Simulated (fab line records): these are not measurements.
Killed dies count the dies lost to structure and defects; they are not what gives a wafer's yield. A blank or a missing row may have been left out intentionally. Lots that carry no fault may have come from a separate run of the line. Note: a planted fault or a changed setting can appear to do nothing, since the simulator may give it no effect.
A lot that was struck, set against a sound lot ; flow rit_cmos ; 28 steps out of a route of 202
Sound: the wafers L815.1, L815.3, L815.5. Struck: wafers L823.3, L823.5, L823.6. Last of all comes the cause.
For every step that has rows: the tool of each side, followed by ch and its chambers, followed by its first start. Under that, the readings that differ: sound wafers ; struck wafers ; difference of the means ; sigmas: that difference in standard deviations of wafers without a fault.
alike: readings with means less than 2 such deviations apart, plus words and numbers identical on both sides. not compared: withheld readings, readings lacking a value on some wafer, bounds such as >300 that could conceal the same value, and numbers that have no deviation in the record and whose values overlap.
Wherever a step has rows on one side only, a row that says differs or no value, or a row with sigmas, the two part there. Non-overlapping numbers with no deviation appear without sigmas and do not part them. A reading missing from all wafers of one side parts the sides only when that side holds two or more wafers.

RIT_ACTIVE_BOW_MEAS_00:
  sound on film_metro-04 at day 1 10:00; struck on film_metro-03 at day 3 02:02
  alike: INCOMING_BOW
RIT_ACTIVE_OXIDATION_01: target thk 46.8 nm, ox time 3360 s.
  sound on furnace-04 ch 0, day 1 11:02; struck on furnace-03 ch 0, day 3 05:08
reading;sound;struck;difference;sigmas
spike_tc_centre_C (C);1002.9 1004.4 1003.1;987.5 985.5 986.0;-17.1;-7
zone_power_centre_pct (%);47 48 47;36 36 35;-12;-3
model.SiO2_of_ACTIVE_OXIDATION_01.thk_nm (nm);47.5 47.5 48.09;39.56 39.92 40.31;-7.77;
  alike: spike_tc_source_C
RIT_ACTIVE_THK_MEAS_02:
  sound on film_metro-01 at day 1 12:58; struck on film_metro-01 at day 3 07:06
reading;sound;struck;difference;sigmas
ACTIVE_OXIDE_THK (nm);47.5 47.5 48.1;39.5 39.9 40.3;-7.8;-11
then, 1 step without rows for these wafers: RIT_ACTIVE_CVD_03 (deposits Si3N4 from SiH2Cl2/NH3, target thk 150 nm, time 1500 s).
RIT_ACTIVE_THK_MEAS_04:
  sound on film_metro-03 at day 1 14:28; struck on film_metro-04 at day 3 08:34
reading;sound;struck;difference;sigmas
ACTIVE_NITRIDE_THK (nm);148.1 148.3 148.2;152.1 150.9 152.2;+3.5;+2
then, 6 steps without rows for these wafers: RIT_ACTIVE_HMDS_05 (prime time 60 s); RIT_ACTIVE_COAT_06 (resist thk 1000 nm); RIT_ACTIVE_SOFTBAKE_07 (time 60 s); RIT_ACTIVE_EXPOSE_08 (exposes mask M1, target cd 1400 nm); RIT_ACTIVE_PEB_09; RIT_ACTIVE_DEVELOP_10 (develop time 50 s).
RIT_ACTIVE_CD_MEAS_11: the cd target is 1400 nm.
  sound on cd_sem-01 at day 1 15:29; struck on cd_sem-01 at day 3 09:32
  alike: cd_nm
then, 1 step without rows for these wafers: RIT_ACTIVE_HARDBAKE_12 (time 60 s).
RIT_ACTIVE_ETCH_13: etches Si3N4 in SF6, stops on SiO2, time 210 s, target depth 210 nm.
  sound on rie_diel-03 ch 0,2, day 1 15:46; struck on rie_diel-03 ch 0,1,2, day 3 09:46
  alike: chamber_pressure_mTorr, drypump_motor_current_A, oes_product_au, rf_fwd_power_W, throttle_valve_pct
  not compared: rf_hours_counter_h
RIT_ACTIVE_STRIP_14: strips in O2, time 180 s.
  sound on plasma_asher-01 ch 0,1, day 1 15:54; struck on plasma_asher-02 ch 0,1, day 3 09:58
  alike: chamber_pressure_mTorr, drypump_motor_current_A
  not compared: rf_hours_counter_h
RIT_ACTIVE_CD_MEAS_90: the cd target is 1400 nm.
  sound on cd_sem-02 at day 1 16:04; struck on cd_sem-02 at day 3 10:07
  alike: cd_nm
then, 4 steps without rows for these wafers: RIT_ACTIVE_CLEAN_15 (cleans in SC1, time 600 s); RIT_ACTIVE_CLEAN_16 (cleans in dHF, time 30 s); RIT_ACTIVE_CLEAN_17 (cleans in SC2, time 600 s); RIT_FOX1_OXIDATION_00 (target thk 350.7 nm, ox time 1130 s).
RIT_FOX1_THK_MEAS_01:
  sound on film_metro-02 at day 1 19:04; struck on film_metro-03 at day 3 13:32
  alike: FOX1_OXIDE_THK
then, 2 steps without rows for these wafers: RIT_FOX1_WET_ETCH_02 (etches SiO2 in BOE, target depth 350 nm, time 390 s); RIT_FOX2_OXIDATION_00 (target thk 350.7 nm, ox time 1130 s).
RIT_FOX2_THK_MEAS_01:
  sound on film_metro-02 at day 1 20:34; struck on film_metro-01 at day 3 16:36
  alike: FOX2_OXIDE_THK
then, 1 step without rows for these wafers: RIT_FOX2_CLEAN_02 (cleans in dHF, time 171.4 s).
RIT_FOX2_WET_ETCH_03: etches Si3N4 in H3PO4, target depth 195 nm, time 2700 s.
  sound on wet_bench-03 ch 2, day 1 20:41; struck on wet_bench-03 ch 1, day 3 16:42
reading;sound;struck;difference;sigmas
model.SiO2_of_ACTIVE_OXIDATION_01.thk_nm (nm);42.25 42.27 42.81;35.21 35.49 35.88;-6.92;
RIT_FOX2_THK_MEAS_90:
  sound on film_metro-01 at day 1 21:35; struck on film_metro-02 at day 3 17:28
  alike: FIELD_OXIDE_LEFT_1_THK
RIT_M1_PROBE_99:
  sound on prober-02 at day 3 17:05; struck on prober-01 at day 5 08:08
  alike: killed_at_contacts, killed_at_front_end, killed_dies, killed_on_rim, killed_open, killed_short

## WHERE THEY PART
At RIT_ACTIVE_OXIDATION_01 first; at RIT_ACTIVE_THK_MEAS_04 last (within this record only). Later steps at which nothing parts them and some readings are alike: RIT_ACTIVE_CD_MEAS_11, RIT_ACTIVE_ETCH_13, RIT_ACTIVE_STRIP_14, RIT_ACTIVE_CD_MEAS_90, RIT_FOX1_THK_MEAS_01, RIT_FOX2_THK_MEAS_01, RIT_FOX2_THK_MEAS_90, RIT_M1_PROBE_99.

WHY: the cause the simulator had injected
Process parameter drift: furnace-03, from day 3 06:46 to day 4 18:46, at RIT_ACTIVE_OXIDATION_01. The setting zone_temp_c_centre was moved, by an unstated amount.
